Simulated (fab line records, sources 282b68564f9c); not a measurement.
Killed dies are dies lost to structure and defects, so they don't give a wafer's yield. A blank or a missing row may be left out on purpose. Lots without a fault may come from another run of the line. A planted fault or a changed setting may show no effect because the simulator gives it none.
fab line records | flow rit_cmos | part 1 of 2: steps 1 to 30 of 41
record lots=5 wafers=15 last_day=7
route steps=202 shown ACTIVE@1 FOX1@20 FOX2@23 NWELL@28 PWELL@39
lots that met no fault: from a run of the same line without faults
start_h: hours from the record's first day to the start of the lot's first wafer shown | wait_h: hours since the lot's step before | " the same as in the row above | L1.1+2: a row that stands for several wafers | - no value, or no start given | * or withheld: withheld | < > ~ a bound
route shown NAME@n: a module of which the file shows steps, and the number in the route of the first | usual: mean/standard deviation of fault-free wafers | same: alike in all rows | chamber/n: place in a boat | sites: the reading at each site | _std_site: their standard deviation | _edge_site: outer sites' mean less inner sites' | radius_mm: how far each site lies from the wafer's centre | mask NAME#n: copy n | behind: the tool/chamber that last shaped the wafer | hold: why the lot was held/for how many hours/how that ended | device: the transistor (n, p or np) that didn't switch | end of line: the same wafers' tests at the end of the route | a step without rows: its recipe alone | killed: dies lost to structure and defects at the first sort, not the wafer's yield | map: a wafer's dies, x killed, . not, _ none there
set.NAME: the setting as run; set.NAME@STEP: as run at that earlier step | model.NAME: the simulator's own value behind a step, which no gauge read
lots at some steps of the route; a table a step, a row a wafer
services: from which hour (start_h, from the record's first day; less than 0 if before it) a tool's chamber was out of use, for how many hours, and why
## steps
# step RIT_ACTIVE_BOW_MEAS_00
# recipe mode=bow
# usual INCOMING_BOW=0/6.9
# columns lot.wafer tool chamber start_h wait_h INCOMING_BOW[um]
L078.2 film_metro-01 - 30.02 - 12
L078.3 " - " " 2
L078.6 " - " " 2
L085.2 film_metro-02 - 65.02 - 3
L085.4 " - " " 2
L085.6 " - " " -3
L086.1 film_metro-04 - 70.00 - 5
L086.5 " - " " 13
L086.6 " - " " -13
L091.1 film_metro-02 - 95.00 - -6
L091.2 " - " " -5
L091.5 " - " " 4
L096.2 film_metro-01 - 120.02 - -4
L096.3 " - " " 8
L096.5 " - " " 1
# step RIT_ACTIVE_OXIDATION_01
# recipe temp_c=1000 ambient=O2 target_thk_a=468 ox_time_s=3360
# columns lot.wafer tool chamber start_h wait_h
L078.2+3+6 furnace-03 0 31.87 1.8
L085.2+4+6 furnace-02 0 65.12 0.1
L086.1+5+6 furnace-01 0 70.12 0.1
L091.1+2+5 furnace-01 0 95.30 0.3
L096.2+3+5 furnace-03 0 120.14 0.1
# step RIT_ACTIVE_THK_MEAS_02
# recipe reads=SiO2_of_ACTIVE_OXIDATION_01
# usual ACTIVE_OXIDE_THK=46.8/0.78
# columns lot.wafer tool chamber start_h wait_h ACTIVE_OXIDE_THK[nm]
L078.2 film_metro-01 - 33.81 0.0 46.9
L078.3 " - " " 46.7
L078.6 " - " " 46.9
L085.2 film_metro-04 - 67.06 0.0 47.4
L085.4 " - " " 47.1
L085.6 " - " " 46.2
L086.1 film_metro-01 - 72.05 0.0 47.2
L086.5 " - " " 47.1
L086.6 " - " " 47.5
L091.1 film_metro-04 - 97.23 0.0 48.1
L091.2 " - " " 48.2
L091.5 " - " " 47.5
L096.2 film_metro-02 - 122.08 0.0 46.0
L096.3 " - " " 47.0
L096.5 " - " " 46.2
# step RIT_ACTIVE_CVD_03
# recipe material=Si3N4 target_thk_nm=150 temp_c=810 precursor=SiH2Cl2/NH3 time_s=1500 pressure_mtorr=300 sih2cl2_flow_sccm=60 nh3_flow_sccm=150
# columns lot.wafer tool chamber start_h wait_h
L078.2+3+6 lpcvd-02 1 33.86 0.0
L085.2+4+6 lpcvd-01 1 67.11 0.0
L086.1+5+6 lpcvd-01 0 72.11 0.1
L091.1+2+5 lpcvd-01 1 97.29 0.1
L096.2+3+5 lpcvd-01 0 123.00 0.9
# step RIT_ACTIVE_THK_MEAS_04
# recipe reads=Si3N4_of_ACTIVE_CVD_03
# usual ACTIVE_NITRIDE_THK=149.8/1.7
# columns lot.wafer tool chamber start_h wait_h ACTIVE_NITRIDE_THK[nm]
L078.2 film_metro-01 - 35.29 0.0 149.4
L078.3 " - " " 150.3
L078.6 " - " " 149.4
L085.2 film_metro-02 - 68.54 0.0 149.5
L085.4 " - " " 150.1
L085.6 " - " " 151.3
L086.1 film_metro-01 - 73.53 0.0 150.2
L086.5 " - " " 151.0
L086.6 " - " " 150.8
L091.1 film_metro-02 - 98.71 0.0 150.9
L091.2 " - " " 151.0
L091.5 " - " " 152.1
L096.2 film_metro-02 - 124.43 0.0 150.6
L096.3 " - " " 148.9
L096.5 " - " " 150.8
# step RIT_ACTIVE_HMDS_05
# recipe prime_time_s=60 prime_temp_c=140
# usual exhaust_pa=45.1/0.78 prime_temp_c=139.98/0.14
# columns lot.wafer tool chamber start_h wait_h exhaust_pa prime_temp_c
L078.2 litho_track-03 0 35.37 0.1 44.9 139.90
L078.3 " 0 " " 44.2 140.05
L078.6 " 0 " " 44.1 139.91
L085.2 litho_track-01 0 68.61 0.1 44.9 139.93
L085.4 " 0 " " 45.3 140.02
L085.6 " 0 " " 44.5 139.86
L086.1 litho_track-03 0 73.59 0.1 45.9 140.05
L086.5 " 0 " " 45.3 139.93
L086.6 " 0 " " 45.8 140.13
L091.1 litho_track-02 0 98.77 0.1 45.1 140.08
L091.2 " 0 " " 44.9 139.91
L091.5 " 0 " " 45.8 139.82
L096.2 litho_track-01 0 124.51 0.1 43.5 139.97
L096.3 " 0 " " 43.3 140.22
L096.5 " 0 " " 45.1 139.97
# step RIT_ACTIVE_COAT_06
# recipe resist=NOVOLAK spin_rpm=3250 resist_thk_nm=1000
# usual exhaust_pa=44.9/0.95
# columns lot.wafer tool chamber start_h wait_h exhaust_pa
L078.2 litho_track-03 0 35.52 0.1 46.0
L078.3 " 0 " " 44.5
L078.6 " 0 " " 45.3
L085.2 litho_track-01 0 68.77 0.1 43.1
L085.4 " 0 " " 44.9
L085.6 " 0 " " 42.7
L086.1 litho_track-03 0 73.74 0.1 44.7
L086.5 " 0 " " 44.1
L086.6 " 0 " " 44.2
L091.1 litho_track-02 0 98.92 0.1 44.5
L091.2 " 0 " " 43.3
L091.5 " 0 " " 45.4
L096.2 litho_track-01 0 124.66 0.1 45.5
L096.3 " 0 " " 43.5
L096.5 " 0 " " 44.5
# step RIT_ACTIVE_SOFTBAKE_07
# recipe resist=NOVOLAK temp_c=90 time_s=60
# usual exhaust_pa=45.3/0.99
# columns lot.wafer tool chamber start_h wait_h exhaust_pa
L078.2 litho_track-03 0 35.67 0.1 43.3
L078.3 " 0 " " 45.1
L078.6 " 0 " " 44.1
L085.2 litho_track-01 0 68.92 0.1 45.4
L085.4 " 0 " " 45.3
L085.6 " 0 " " 46.1
L086.1 litho_track-03 0 73.89 0.1 45.3
L086.5 " 0 " " 44.7
L086.6 " 0 " " 45.6
L091.1 litho_track-02 0 99.07 0.1 44.2
L091.2 " 0 " " 46.4
L091.5 " 0 " " 44.9
L096.2 litho_track-01 0 124.81 0.1 46.8
L096.3 " 0 " " 45.8
L096.5 " 0 " " 46.7
# step RIT_ACTIVE_EXPOSE_08
# recipe mask_id=M1 na=0.6 source_shape=conventional sigma_outer=0.6 target_cd_nm=1400 dose_mj=225
# usual reticle_temp_C=23.00/0.096
# columns lot.wafer tool chamber start_h wait_h mask reticle_temp_C
L078.2 iline_stepper-02 0 35.81 0.1 M1#0 23.09
L078.3 " 0 " " M1#0 23.04
L078.6 " 0 " " M1#0 22.99
L085.2 iline_stepper-01 0 69.18 0.2 M1#0 22.84
L085.4 " 0 " " M1#0 23.04
L085.6 " 0 " " M1#0 23.03
L086.1 iline_stepper-02 0 74.17 0.2 M1#0 23.06
L086.5 " 0 " " M1#0 23.08
L086.6 " 0 " " M1#0 22.95
L091.1 iline_stepper-02 0 99.34 0.2 M1#0 22.96
L091.2 " 0 " " M1#0 22.96
L091.5 " 0 " " M1#0 22.95
L096.2 iline_stepper-02 0 125.08 0.2 M1#0 23.16
L096.3 " 0 " " M1#0 23.15
L096.5 " 0 " " M1#0 23.10
# step RIT_ACTIVE_PEB_09
# recipe resist=NOVOLAK temp_c=withheld time_s=withheld
# usual exhaust_pa=45.1/0.92
# columns lot.wafer tool chamber start_h wait_h exhaust_pa
L078.2 litho_track-03 0 35.93 0.1 44.6
L078.3 " 0 " " 44.4
L078.6 " 0 " " 43.9
L085.2 litho_track-01 0 69.31 0.1 46.1
L085.4 " 0 " " 45.5
L085.6 " 0 " " 45.4
L086.1 litho_track-01 0 74.28 0.1 46.2
L086.5 " 0 " " 46.0
L086.6 " 0 " " 45.0
L091.1 litho_track-03 0 99.46 0.1 46.9
L091.2 " 0 " " 47.0
L091.5 " 0 " " 47.1
L096.2 litho_track-03 0 125.20 0.1 45.9
L096.3 " 0 " " 45.1
L096.5 " 0 " " 45.9
# step RIT_ACTIVE_DEVELOP_10
# recipe resist=NOVOLAK develop_time_s=50 dev_temp_c=23
# usual exhaust_pa=45.0/1
# columns lot.wafer tool chamber start_h wait_h exhaust_pa
L078.2 litho_track-03 0 - - 46.3
L078.3 " 0 " " 45.9
L078.6 " 0 " " 46.6
L085.2 litho_track-01 0 - - 44.1
L085.4 " 0 " " 44.5
L085.6 " 0 " " 43.0
L086.1 litho_track-01 0 - - 45.9
L086.5 " 0 " " 46.5
L086.6 " 0 " " 44.2
L091.1 litho_track-03 0 - - 43.6
L091.2 " 0 " " 42.8
L091.5 " 0 " " 43.2
L096.2 litho_track-03 0 - - 43.4
L096.3 " 0 " " 45.8
L096.5 " 0 " " 45.0
# step RIT_ACTIVE_CD_MEAS_11
# recipe target_cd_nm=1400
# usual cd_nm=1400.4/2.4
# columns lot.wafer tool chamber start_h wait_h cd_nm
L078.2 cd_sem-02 - 36.21 - 1402.9
L078.3 " - " " 1404.0
L078.6 " - " " 1404.7
L085.2 cd_sem-01 - 69.58 - 1401.9
L085.4 " - " " 1399.4
L085.6 " - " " 1399.8
L086.1 cd_sem-01 - 74.56 - 1402.9
L086.5 " - " " 1404.3
L086.6 " - " " 1404.6
L091.1 cd_sem-02 - 99.76 - 1400.7
L091.2 " - " " 1397.3
L091.5 " - " " 1399.8
L096.2 cd_sem-01 - 125.48 - 1398.8
L096.3 " - " " 1398.9
L096.5 " - " " 1401.6
# step RIT_ACTIVE_HARDBAKE_12
# recipe resist=NOVOLAK temp_c=140 time_s=60
# usual exhaust_pa=44.8/0.85
# columns lot.wafer tool chamber start_h wait_h exhaust_pa
L078.2 litho_track-02 0 36.34 0.1 46.8
L078.3 " 0 " " 44.9
L078.6 " 0 " " 46.0
L085.2 litho_track-01 0 69.71 0.1 45.0
L085.4 " 0 " " 44.2
L085.6 " 0 " " 44.7
L086.1 litho_track-01 0 74.68 0.1 43.4
L086.5 " 0 " " 44.0
L086.6 " 0 " " 43.5
L091.1 litho_track-01 0 99.88 0.1 44.5
L091.2 " 0 " " 45.3
L091.5 " 0 " " 45.3
L096.2 litho_track-02 0 125.60 0.1 44.3
L096.3 " 0 " " 43.9
L096.5 " 0 " " 45.0
# step RIT_ACTIVE_ETCH_13
# recipe stop_on=SiO2 chemistry=SF6 target=Si3N4 time_s=210 over_etch_frac=0.4 SF6_flow_sccm=200 pressure_mtorr=260 rf_w=125 target_depth_a=2100
# usual drypump_motor_current_A=5.6/0.37 oes_product_au=0.818/0.0099 throttle_valve_pct=7.49/0.1
# columns lot.wafer tool chamber start_h wait_h drypump_motor_current_A oes_product_au rf_hours_counter_h throttle_valve_pct
L078.2 rie_diel-04 2 36.46 0.1 5.2 0.818 113 7.56
L078.3 " 3 " " 5.9 0.816 140 7.55
L078.6 " 2 " " 5.2 0.815 - 7.55
L085.2 rie_diel-03 2 69.83 0.1 6.0 0.816 109 7.35
L085.4 " 1 " " 5.7 0.814 165 7.49
L085.6 " 3 " " 5.6 0.812 - 7.56
L086.1 rie_diel-04 2 74.83 0.1 5.2 0.827 114 7.56
L086.5 " 1 " " 5.7 0.830 - 7.46
L086.6 " 2 " " 5.2 0.833 - 7.55
L091.1 rie_diel-02 1 100.03 0.1 5.6 0.826 152 7.69
L091.2 " 3 " " 5.6 0.828 0 7.51
L091.5 " 0 " " 5.8 0.826 - 7.35
L096.2 rie_diel-02 0 125.73 0.1 5.8 0.821 93 7.35
L096.3 " 3 " " 5.5 0.831 1 7.53
L096.5 " 0 " " 5.8 0.824 - 7.35
# step RIT_ACTIVE_STRIP_14
# recipe chemistry=O2 time_s=180 resist=NOVOLAK platen_temp_c=withheld power_w=500 pressure_mtorr=4000 o2_flow_sccm=4000
# usual drypump_motor_current_A=6.0/0.42
# columns lot.wafer tool chamber start_h wait_h drypump_motor_current_A rf_hours_counter_h
L078.2 plasma_asher-01 1 36.59 0.1 6.0 23
L078.3 " 1 " " 6.0 -
L078.6 " 0 " " 6.5 -
L085.2 plasma_asher-02 1 69.97 0.1 5.5 42
L085.4 " 1 " " 5.5 -
L085.6 " 0 " " 6.2 -
L086.1 plasma_asher-03 1 74.97 0.1 6.4 42
L086.5 " 1 " " 6.4 -
L086.6 " 0 " " 5.4 -
L091.1 plasma_asher-03 1 100.17 0.1 6.4 45
L091.2 " 0 " " 5.4 45
L091.5 " 1 " " 6.4 -
L096.2 plasma_asher-02 1 125.86 0.1 5.5 48
L096.3 " 1 " " 5.5 -
L096.5 " 0 " " 6.2 -
# step RIT_ACTIVE_CD_MEAS_90
# recipe target_cd_nm=1400
# usual cd_nm=1400.5/2.4
# columns lot.wafer tool chamber start_h wait_h cd_nm
L078.2 cd_sem-02 - 36.79 0.1 1402.2
L078.3 " - " " 1404.1
L078.6 " - " " 1404.5
L085.2 cd_sem-01 - 70.16 0.1 1401.8
L085.4 " - " " 1399.2
L085.6 " - " " 1399.8
L086.1 cd_sem-01 - 75.14 0.1 1402.8
L086.5 " - " " 1404.4
L086.6 " - " " 1404.9
L091.1 cd_sem-02 - 100.44 0.2 1400.7
L091.2 " - " " 1397.2
L091.5 " - " " 1399.9
L096.2 cd_sem-02 - 126.05 0.1 1399.2
L096.3 " - " " 1398.8
L096.5 " - " " 1401.8
# step RIT_ACTIVE_CLEAN_15
# recipe chemistry=SC1 mix=3:3:50 time_s=600 temp_c=75
# columns lot.wafer tool chamber start_h wait_h
L078.2+3+6 wet_bench-02 3 36.89 0.1
L085.2+4+6 wet_bench-01 1 70.26 0.1
L086.1+5+6 wet_bench-04 3 75.26 0.1
L091.1+2+5 wet_bench-04 0 100.56 0.1
L096.2+3+5 wet_bench-01 3 126.15 0.1
# step RIT_ACTIVE_CLEAN_16
# recipe chemistry=dHF dilution=50:1 time_s=30
# columns lot.wafer tool chamber start_h wait_h
L078.2+3+6 wet_bench-04 3 37.06 0.0
L085.2+4+6 wet_bench-02 2 70.44 0.0
L086.1+5+6 wet_bench-01 2 75.44 0.0
L091.1+2+5 wet_bench-04 2 100.73 0.0
L096.2+3+5 wet_bench-04 3 126.33 0.0
# step RIT_ACTIVE_CLEAN_17
# recipe chemistry=SC2 mix=3:3:50 time_s=600 temp_c=75 dry=n2_spin
# columns lot.wafer tool chamber start_h wait_h
L078.2+3+6 wet_bench-01 1 37.08 0.0
L085.2+4+6 wet_bench-04 3 70.45 0.0
L086.1+5+6 wet_bench-02 0 75.45 0.0
L091.1+2+5 wet_bench-04 0 100.75 0.0
L096.2+3+5 wet_bench-02 3 126.35 0.0
# step RIT_FOX1_OXIDATION_00
# recipe temp_c=1100 ambient=H2O target_thk_a=3507 p_h2o_torr=720 ox_time_s=1130
# columns lot.wafer tool chamber start_h wait_h
L078.2+3+6 furnace-03 0 37.26 0.0
L085.2+4+6 furnace-03 0 70.80 0.2
L086.1+5+6 furnace-02 0 75.63 0.0
L091.1+2+5 furnace-03 0 103.41 2.5
L096.2+3+5 furnace-03 0 129.98 3.4
# step RIT_FOX1_THK_MEAS_01
# recipe reads=SiO2_of_FOX1_OXIDATION_00
# usual FOX1_OXIDE_THK=349/6.1
# columns lot.wafer tool chamber start_h wait_h FOX1_OXIDE_THK[nm]
L078.2 film_metro-03 - 38.58 0.0 361
L078.3 " - " " 364
L078.6 " - " " 356
L085.2 film_metro-03 - 72.12 0.0 355
L085.4 " - " " 352
L085.6 " - " " 352
L086.1 film_metro-03 - 76.94 0.0 349
L086.5 " - " " 344
L086.6 " - " " 352
L091.1 film_metro-03 - 104.72 0.0 349
L091.2 " - " " 352
L091.5 " - " " 348
L096.2 film_metro-04 - 131.31 0.0 352
L096.3 " - " " 357
L096.5 " - " " 354
# step RIT_FOX1_WET_ETCH_02
# recipe chemistry=BOE target_depth_nm=350 time_s=390 temp_c=21.5 dry=n2_spin dilution=10:1 target=SiO2
# columns lot.wafer tool chamber start_h wait_h
L078.2+3+6 wet_bench-03 2 38.63 0.0
L085.2+4+6 wet_bench-04 1 72.17 0.0
L086.1+5+6 wet_bench-02 1 77.00 0.1
L091.1+2+5 wet_bench-04 1 104.78 0.1
L096.2+3+5 wet_bench-02 1 131.36 0.0
# step RIT_FOX2_OXIDATION_00
# recipe temp_c=1100 ambient=H2O target_thk_a=3507 p_h2o_torr=720 ox_time_s=1130
# columns lot.wafer tool chamber start_h wait_h
L078.2+3+6 furnace-04 0 38.91 0.0
L085.2+4+6 furnace-03 0 72.29 0.0
L086.1+5+6 furnace-04 0 77.13 0.0
L091.1+2+5 furnace-03 0 104.90 0.0
L096.2+3+5 furnace-01 0 132.34 0.9
# step RIT_FOX2_THK_MEAS_01
# recipe reads=SiO2_of_FOX2_OXIDATION_00
# usual FOX2_OXIDE_THK=349/5.9
# columns lot.wafer tool chamber start_h wait_h FOX2_OXIDE_THK[nm]
L078.2 film_metro-03 - 40.23 0.0 356
L078.3 " - " " 356
L078.6 " - " " 357
L085.2 film_metro-03 - 73.61 0.0 347
L085.4 " - " " 346
L085.6 " - " " 346
L086.1 film_metro-03 - 78.45 0.0 346
L086.5 " - " " 347
L086.6 " - " " 344
L091.1 film_metro-01 - 106.21 0.0 342
L091.2 " - " " 346
L091.5 " - " " 347
L096.2 film_metro-03 - 133.66 0.0 345
L096.3 " - " " 353
L096.5 " - " " 348
# step RIT_FOX2_CLEAN_02
# recipe chemistry=dHF dilution=50:1 time_s=180
# columns lot.wafer tool chamber start_h wait_h
L078.2+3+6 wet_bench-03 2 40.28 0.0
L085.2+4+6 wet_bench-02 2 73.66 0.0
L086.1+5+6 wet_bench-01 1 78.51 0.1
L091.1+2+5 wet_bench-02 0 106.27 0.1
L096.2+3+5 wet_bench-03 2 133.71 0.0
# step RIT_FOX2_WET_ETCH_03
# recipe chemistry=H3PO4 target=Si3N4 target_depth_nm=195 temp_c=165 time_s=2700
# columns lot.wafer tool chamber start_h wait_h
L078.2+3+6 wet_bench-03 2 40.41 0.0
L085.2+4+6 wet_bench-01 0 73.72 0.0
L086.1+5+6 wet_bench-03 1 78.56 0.0
L091.1+2+5 wet_bench-01 2 106.33 0.0
L096.2+3+5 wet_bench-02 0 133.77 0.0
# step RIT_FOX2_THK_MEAS_90
# recipe reads=SiO2_of_FOX2_OXIDATION_00
# usual FIELD_OXIDE_LEFT_1_THK=321/6
# columns lot.wafer tool chamber start_h wait_h FIELD_OXIDE_LEFT_1_THK[nm]
L078.2 film_metro-02 - 42.07 0.0 330
L078.3 " - " " 329
L078.6 " - " " 330
L085.2 film_metro-03 - 74.49 0.0 319
L085.4 " - " " 319
L085.6 " - " " 318
L086.1 film_metro-01 - 79.39 0.0 319
L086.5 " - " " 319
L086.6 " - " " 317
L091.1 film_metro-01 - 107.09 0.0 314
L091.2 " - " " 319
L091.5 " - " " 319
L096.2 film_metro-03 - 134.54 0.0 318
L096.3 " - " " 325
L096.5 " - " " 321
# step RIT_NWELL_HMDS_00
# recipe prime_time_s=60 prime_temp_c=140
# usual exhaust_pa=45.1/0.91 prime_temp_c=140.00/0.15
# columns lot.wafer tool chamber start_h wait_h exhaust_pa prime_temp_c
L078.2 litho_track-04 0 42.15 0.1 43.3 139.95
L078.3 " 0 " " 44.6 140.31
L078.6 " 0 " " 43.5 140.11
L085.2 litho_track-02 0 74.56 0.1 45.2 139.77
L085.4 " 0 " " 44.0 139.78
L085.6 " 0 " " 44.2 139.63
L086.1 litho_track-02 0 79.56 0.2 43.7 140.04
L086.5 " 0 " " 45.3 140.01
L086.6 " 0 " " 43.8 139.86
L091.1 litho_track-02 0 107.15 0.1 44.3 140.04
L091.2 " 0 " " 44.6 140.05
L091.5 " 0 " " 45.7 139.99
L096.2 litho_track-04 0 134.62 0.1 45.5 140.02
L096.3 " 0 " " 46.1 140.21
L096.5 " 0 " " 46.0 140.24
# step RIT_NWELL_COAT_01
# recipe resist=NOVOLAK spin_rpm=2000 resist_thk_nm=1300
# usual exhaust_pa=44.9/1.1
# columns lot.wafer tool chamber start_h wait_h exhaust_pa
L078.2 litho_track-04 0 42.30 0.1 44.4
L078.3 " 0 " " 45.2
L078.6 " 0 " " 44.5
L085.2 litho_track-02 0 74.71 0.1 44.5
L085.4 " 0 " " 45.9
L085.6 " 0 " " 46.1
L086.1 litho_track-02 0 79.71 0.1 45.9
L086.5 " 0 " " 44.3
L086.6 " 0 " " 42.4
L091.1 litho_track-02 0 107.30 0.1 44.8
L091.2 " 0 " " 44.3
L091.5 " 0 " " 44.7
L096.2 litho_track-04 0 134.77 0.1 46.8
L096.3 " 0 " " 46.1
L096.5 " 0 " " 46.1
# step RIT_NWELL_SOFTBAKE_02
# recipe resist=NOVOLAK temp_c=90 time_s=60
# usual exhaust_pa=44.9/0.87
# columns lot.wafer tool chamber start_h wait_h exhaust_pa
L078.2 litho_track-04 0 42.45 0.1 44.7
L078.3 " 0 " " 46.0
L078.6 " 0 " " 45.0
L085.2 litho_track-02 0 74.86 0.1 44.2
L085.4 " 0 " " 45.0
L085.6 " 0 " " 45.5
L086.1 litho_track-02 0 79.86 0.1 43.9
L086.5 " 0 " " 44.5
L086.6 " 0 " " 44.7
L091.1 litho_track-02 0 107.45 0.1 44.4
L091.2 " 0 " " 45.9
L091.5 " 0 " " 44.8
L096.2 litho_track-04 0 134.92 0.1 44.0
L096.3 " 0 " " 44.6
L096.5 " 0 " " 43.3
